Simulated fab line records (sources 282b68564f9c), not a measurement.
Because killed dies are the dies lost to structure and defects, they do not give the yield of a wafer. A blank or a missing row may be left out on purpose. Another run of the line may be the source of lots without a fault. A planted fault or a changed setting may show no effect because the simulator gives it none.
Split-lot trial :: flow rit-cmos :: route with 202 steps; 5 lots, 23 wafers read

THE SPLIT
At RIT_NSD_SOFTBAKE_02 (time 60 s), the setting temp-c was moved away from the recipe's 90 C on 9 of the 23 wafers read, by -3.3% to +1.5%. This setting was run at the recipe's value on the other wafers.

FROM THE SPLIT TO THE READING: what the file shows between them, 2 steps
- RIT_NSD_EXPOSE_03: exposes mask M9, target cd 40700 nm
- RIT_NSD_PEB_04

THE READING
NOVOLAK_of_NSD_COAT_01.thk-nm (the simulator's own value, which no gauge read), in nm, at RIT_NSD_DEVELOP_05 (develop time 50 s). The file gives no usual value for it. Average 1000.9 nm, standard deviation 1.6 nm, over the 14 wafers here run with the recipe.

wafer: L077.4
tool, chamber at the split: litho-track-04, 0
temp-c as run, C: 90
against the recipe: recipe
NOVOLAK_of_NSD_COAT_01.thk-nm, nm: 1000
against lot-mates on the recipe: -

wafer: L077.5
tool, chamber at the split: litho-track-04, 0
temp-c as run, C: 90
against the recipe: recipe
NOVOLAK_of_NSD_COAT_01.thk-nm, nm: 999.9
against lot-mates on the recipe: -

wafer: L077.6
tool, chamber at the split: litho-track-04, 0
temp-c as run, C: 90
against the recipe: recipe
NOVOLAK_of_NSD_COAT_01.thk-nm, nm: 1002
against lot-mates on the recipe: -

wafer: L082.1
tool, chamber at the split: litho-track-04, 0
temp-c as run, C: 88.67
against the recipe: -1.5%
NOVOLAK_of_NSD_COAT_01.thk-nm, nm: 1004
against lot-mates on the recipe: +3.9

wafer: L082.2
tool, chamber at the split: litho-track-04, 0
temp-c as run, C: 88.67
against the recipe: -1.5%
NOVOLAK_of_NSD_COAT_01.thk-nm, nm: 1002
against lot-mates on the recipe: +1.9

wafer: L082.3
tool, chamber at the split: litho-track-04, 0
temp-c as run, C: 90
against the recipe: recipe
NOVOLAK_of_NSD_COAT_01.thk-nm, nm: 1002
against lot-mates on the recipe: -

wafer: L082.4
tool, chamber at the split: litho-track-04, 0
temp-c as run, C: 88.67
against the recipe: -1.5%
NOVOLAK_of_NSD_COAT_01.thk-nm, nm: 999.3
against lot-mates on the recipe: -0.9

wafer: L082.6
tool, chamber at the split: litho-track-04, 0
temp-c as run, C: 90
against the recipe: recipe
NOVOLAK_of_NSD_COAT_01.thk-nm, nm: 998.3
against lot-mates on the recipe: -

wafer: L083.2
tool, chamber at the split: litho-track-04, 0
temp-c as run, C: 90
against the recipe: recipe
NOVOLAK_of_NSD_COAT_01.thk-nm, nm: 1000
against lot-mates on the recipe: -

wafer: L083.6
tool, chamber at the split: litho-track-04, 0
temp-c as run, C: 90
against the recipe: recipe
NOVOLAK_of_NSD_COAT_01.thk-nm, nm: 1000
against lot-mates on the recipe: -

wafer: L083.3
tool, chamber at the split: litho-track-04, 0
temp-c as run, C: 90
against the recipe: recipe
NOVOLAK_of_NSD_COAT_01.thk-nm, nm: 1001
against lot-mates on the recipe: -

wafer: L083.4
tool, chamber at the split: litho-track-04, 0
temp-c as run, C: 90
against the recipe: recipe
NOVOLAK_of_NSD_COAT_01.thk-nm, nm: 999.4
against lot-mates on the recipe: -

wafer: L083.5
tool, chamber at the split: litho-track-04, 0
temp-c as run, C: 90
against the recipe: recipe
NOVOLAK_of_NSD_COAT_01.thk-nm, nm: 999.3
against lot-mates on the recipe: -

wafer: L084.1
tool, chamber at the split: litho-track-04, 0
temp-c as run, C: 90
against the recipe: recipe
NOVOLAK_of_NSD_COAT_01.thk-nm, nm: 1003
against lot-mates on the recipe: -

wafer: L084.2
tool, chamber at the split: litho-track-04, 0
temp-c as run, C: 91.36
against the recipe: +1.5%
NOVOLAK_of_NSD_COAT_01.thk-nm, nm: 1001
against lot-mates on the recipe: -2.5

wafer: L084.3
tool, chamber at the split: litho-track-04, 0
temp-c as run, C: 90
against the recipe: recipe
NOVOLAK_of_NSD_COAT_01.thk-nm, nm: 1004
against lot-mates on the recipe: -

wafer: L084.5
tool, chamber at the split: litho-track-04, 0
temp-c as run, C: 91.36
against the recipe: +1.5%
NOVOLAK_of_NSD_COAT_01.thk-nm, nm: 999.2
against lot-mates on the recipe: -4.3

wafer: L084.6
tool, chamber at the split: litho-track-04, 0
temp-c as run, C: 91.36
against the recipe: +1.5%
NOVOLAK_of_NSD_COAT_01.thk-nm, nm: 999.5
against lot-mates on the recipe: -4.0

wafer: L085.1
tool, chamber at the split: litho-track-04, 0
temp-c as run, C: 87.03
against the recipe: -3.3%
NOVOLAK_of_NSD_COAT_01.thk-nm, nm: 1010
against lot-mates on the recipe: +8.0

wafer: L085.4
tool, chamber at the split: litho-track-04, 0
temp-c as run, C: 87.03
against the recipe: -3.3%
NOVOLAK_of_NSD_COAT_01.thk-nm, nm: 1010
against lot-mates on the recipe: +8.0

wafer: L085.3
tool, chamber at the split: litho-track-04, 0
temp-c as run, C: 90
against the recipe: recipe
NOVOLAK_of_NSD_COAT_01.thk-nm, nm: 1002
against lot-mates on the recipe: -

wafer: L085.6
tool, chamber at the split: litho-track-04, 0
temp-c as run, C: 90
against the recipe: recipe
NOVOLAK_of_NSD_COAT_01.thk-nm, nm: 1002
against lot-mates on the recipe: -

wafer: L085.5
tool, chamber at the split: litho-track-04, 0
temp-c as run, C: 87.03
against the recipe: -3.3%
NOVOLAK_of_NSD_COAT_01.thk-nm, nm: 1008
against lot-mates on the recipe: +6.0

THE FIT
A straight line over all 23 wafers: NOVOLAK_of_NSD_COAT_01.thk-nm changes by -1.94 nm for each +1% of temp-c; r = -0.81; the points scatter about the line by 2 nm.
The same after taking each lot's own level away (the mean of its wafers on the recipe; 23 wafers): -2.13 nm for each +1%; r = -0.92; scatter 1.3 nm.
That fit puts the effect of the largest move of temp-c on the reading at 7 nm.
The span of the lots' own levels, 999.94 to 1003.50 nm, comes to 2.3 times the standard deviation stated above.
Hence the lot-to-lot level has little effect on the slope; both slopes agree.
Check: with one of the wafers moved furthest among these (-3.3%) left out of the fit, the line predicts +6.45 nm for it against its lot-mates. It came out at +8 nm against them.

OTHER SPLITS ON THESE WAFERS
Before the reading, these wafers also passed through other splits. Each is held against what the fit with the lots' levels taken away leaves over:
other split on the same wafers: RIT_ACTIVE_CVD_03 sih2cl2-flow-sccm
wafers away from the commonest value: 15
r with NOVOLAK_of_NSD_COAT_01.thk-nm (lot level and that fit taken away): -0.03

other split on the same wafers: RIT_ACTIVE_ETCH_13 over-etch-frac
wafers away from the commonest value: 2
r with NOVOLAK_of_NSD_COAT_01.thk-nm (lot level and that fit taken away): +0.02

other split on the same wafers: RIT_FOX2_OXIDATION_00 temp-c
wafers away from the commonest value: 10
r with NOVOLAK_of_NSD_COAT_01.thk-nm (lot level and that fit taken away): +0.01

other split on the same wafers: RIT_NWELL_IMPLANT_08 energy-kev
wafers away from the commonest value: 9
r with NOVOLAK_of_NSD_COAT_01.thk-nm (lot level and that fit taken away): -0.02

other split on the same wafers: RIT_NRETRO_IMPLANT_08 energy-kev
wafers away from the commonest value: 10
r with NOVOLAK_of_NSD_COAT_01.thk-nm (lot level and that fit taken away): -0.02

other split on the same wafers: RIT_PRETRO_COAT_01 resist-thk-nm
wafers away from the commonest value: 11
r with NOVOLAK_of_NSD_COAT_01.thk-nm (lot level and that fit taken away): +0.07

other split on the same wafers: RIT_GATE_CLEAN_04 time-s
wafers away from the commonest value: 10
r with NOVOLAK_of_NSD_COAT_01.thk-nm (lot level and that fit taken away): +0.09

other split on the same wafers: RIT_GATE_DEVELOP_15 develop-time-s
wafers away from the commonest value: 10
r with NOVOLAK_of_NSD_COAT_01.thk-nm (lot level and that fit taken away): -0.20

other split on the same wafers: RIT_PLDD_SOFTBAKE_02 temp-c
wafers away from the commonest value: 7
r with NOVOLAK_of_NSD_COAT_01.thk-nm (lot level and that fit taken away): -0.49

other split on the same wafers: RIT_SPACER_CVD_03 nh3-flow-sccm
wafers away from the commonest value: 10
r with NOVOLAK_of_NSD_COAT_01.thk-nm (lot level and that fit taken away): +0.05

THE FILE'S OWN FIT
NOVOLAK_of_NSD_COAT_01.thk-nm changes by -2.06 nm for each +1% of temp-c, r = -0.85.
